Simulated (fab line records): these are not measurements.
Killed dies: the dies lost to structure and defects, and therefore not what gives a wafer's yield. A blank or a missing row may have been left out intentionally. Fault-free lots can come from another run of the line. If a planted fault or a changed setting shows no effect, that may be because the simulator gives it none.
Struck lot and sound lot, side by side    flow ritCmos    43 steps out of a route of 202
Sound: these wafers, L570.1, L570.2, L570.4. Wafers struck: L568.2, L568.5, L568.6. The cause comes at the end.
Per side, at each step with rows, come the tool, then ch with its chambers, and then its first start. Under that, the readings that differ: sound wafers    struck wafers    difference of the means    sigmas: that difference in standard deviations of wafers without a fault.
alike: a reading whose means differ by less than 2 such deviations, as well as words and numbers matching on both sides. not compared: withheld readings; readings where some wafer has no value; bounds like >300 that might hide an equal value; numbers whose values overlap and for which the record gives no deviation.
The two part at a step that has a row with sigmas, a row that says differs or no value, or rows on one side only. Numbers that have no deviation but don't overlap get no sigmas and don't part them. Lack of a reading on every wafer of one side parts them only where that side has two or more wafers.

first, 2 steps without rows for these wafers: RIT_NRETRO_HARDBAKE_07 (time 120 s); RIT_NRETRO_IMPLANT_08.
RIT_NRETRO_STRIP_09: strips in O2, time 180 s.
  sound on plasmaAsher-04 ch 0,1, day 5 22:38; struck on plasmaAsher-01 ch 0,1, day 5 11:56
  alike: drypumpMotorCurrentA
  not compared: rfHoursCounterH
RIT_NRETRO_TW_MEAS_10:
  struck on filmMetro-03, day 5 12:08; sound on filmMetro-01, day 5 22:49
  alike: NRETRO_TW
then, 6 steps without rows for these wafers: RIT_PRETRO_HMDS_00 (prime time 60 s); RIT_PRETRO_COAT_01 (resist thk 1300 nm); RIT_PRETRO_SOFTBAKE_02 (time 60 s); RIT_PRETRO_EXPOSE_03 (exposes mask M5, target cd 43700 nm); RIT_PRETRO_PEB_04; RIT_PRETRO_DEVELOP_05 (develop time 68 s).
RIT_PRETRO_OVL_MEAS_06:
  struck on overlay-01, day 5 13:13; sound on overlay-02, day 5 23:46
  alike: PRETRO_OVL
then, 1 step without rows for these wafers: RIT_PRETRO_HARDBAKE_07 (time 120 s).
RIT_PRETRO_IMPLANT_08:
  sound on implanter-03 ch 0, day 6 00:03; struck on implanter-02 ch 0, day 5 13:31
  alike: tiltDeg
RIT_PRETRO_STRIP_09: strips in O2, time 180 s.
  sound on plasmaAsher-03 ch 0,1, day 6 00:12; struck on plasmaAsher-03 ch 0,1, day 5 13:38
  alike: drypumpMotorCurrentA
  not compared: rfHoursCounterH
RIT_PRETRO_TW_MEAS_10:
  struck on filmMetro-02, day 5 13:50; sound on filmMetro-02, day 6 00:22
  alike: PRETRO_TW
then, 5 steps without rows for these wafers: RIT_GATE_WET_ETCH_00 (etches SiO2 in BOE, target depth 56 nm, time 60 s); RIT_GATE_CLEAN_01 (cleans in SC1, time 600 s); RIT_GATE_CLEAN_02 (cleans in dHF, time 30 s); RIT_GATE_CLEAN_03 (cleans in SC2, time 600 s); RIT_GATE_CLEAN_04 (cleans in dHF, time 60 s).
RIT_FOX2_THK_MEAS_91:
  struck on filmMetro-01, day 5 14:30; sound on filmMetro-02, day 6 00:56
  alike: FIELD_OXIDE_LEFT_2_THK
then, 2 steps without rows for these wafers: RIT_GATE_OXIDATION_05 (target thk 3 nm, ox time 270 s); RIT_GATE_ANNEAL_06 (time 600 s).
RIT_GATE_THK_MEAS_07:
  struck on filmMetro-04, day 5 15:53; sound on filmMetro-04, day 6 04:25
  alike: GATE_OXIDE_THK
then, 1 step without rows for these wafers: RIT_GATE_CVD_08 (deposits poly-Si from SiH4, target thk 250 nm, time 2220 s).
RIT_GATE_THK_MEAS_09:
  struck on filmMetro-02, day 5 17:34; sound on filmMetro-04, day 6 06:13
  alike: GATE_POLY_THK
then, 6 steps without rows for these wafers: RIT_GATE_HMDS_10 (prime time 60 s); RIT_GATE_COAT_11 (resist thk 850 nm); RIT_GATE_SOFTBAKE_12 (time 60 s); RIT_GATE_EXPOSE_13 (exposes mask M6, target cd 150 nm); RIT_GATE_PEB_14; RIT_GATE_DEVELOP_15 (develop time 50 s).
RIT_GATE_CD_MEAS_16 targets a cd of 150 nm.
  struck on cdSem-01, day 5 18:29; sound on cdSem-02, day 6 07:11
  alike: cdNm
RIT_GATE_OVL_MEAS_17:
  struck on overlay-02, day 5 18:35; sound on overlay-01, day 6 07:19
  alike: GATE_OVL
then, 1 step without rows for these wafers: RIT_GATE_HARDBAKE_18 (time 60 s).
RIT_GATE_ETCH_19: etches poly-Si in SF6/CHF3/O2, stops on SiO2, time 165 s, target depth 312.5 nm.
  sound on rieSi-01 ch 1,2,3, day 6 07:30; struck on rieSi-01 ch 0,1, day 5 18:54
  alike: drypumpMotorCurrentA, oesProductAu, throttleValvePct
  not compared: rfHoursCounterH
RIT_GATE_STRIP_20: strips in O2, time 180 s.
  sound on plasmaAsher-04 ch 0,1, day 6 07:37; struck on plasmaAsher-04 ch 0,1, day 5 19:00
  alike: drypumpMotorCurrentA
  not compared: rfHoursCounterH
RIT_GATE_CD_MEAS_90 targets a cd of 150 nm.
  struck on cdSem-01, day 5 19:12; sound on cdSem-01, day 6 07:47
  alike: cdNm
then, 4 steps without rows for these wafers: RIT_REOX_CLEAN_00 (cleans in SC1, time 600 s); RIT_REOX_CLEAN_01 (cleans in dHF, time 30 s); RIT_REOX_CLEAN_02 (cleans in SC2, time 600 s); RIT_REOX_OXIDATION_03 (target thk 25.2 nm, ox time 5580 s).
RIT_M1_PROBE_99:
  struck on prober-01, day 6 15:53; sound on prober-01, day 7 03:55
reading                               sound                      struck                   difference  sigmas
killedOpen                            7 5 6                      1 2 2                    -4          -2
model.etest.nmos_0p15.driveUaUmRange  13.15 10.89 13.31          44.65 36.19 34.06        +25.85      
model.etest.nmos_0p15.vtVRange        0.007196 0.01106 0.009807  0.05812 0.05761 0.05946  +0.04904    
  alike: killedAtContacts, killedAtFrontEnd, killedDies, killedShort

WHERE THEY PART
Only at RIT_M1_PROBE_99, within this record.

WHY: whatever the simulator had introduced
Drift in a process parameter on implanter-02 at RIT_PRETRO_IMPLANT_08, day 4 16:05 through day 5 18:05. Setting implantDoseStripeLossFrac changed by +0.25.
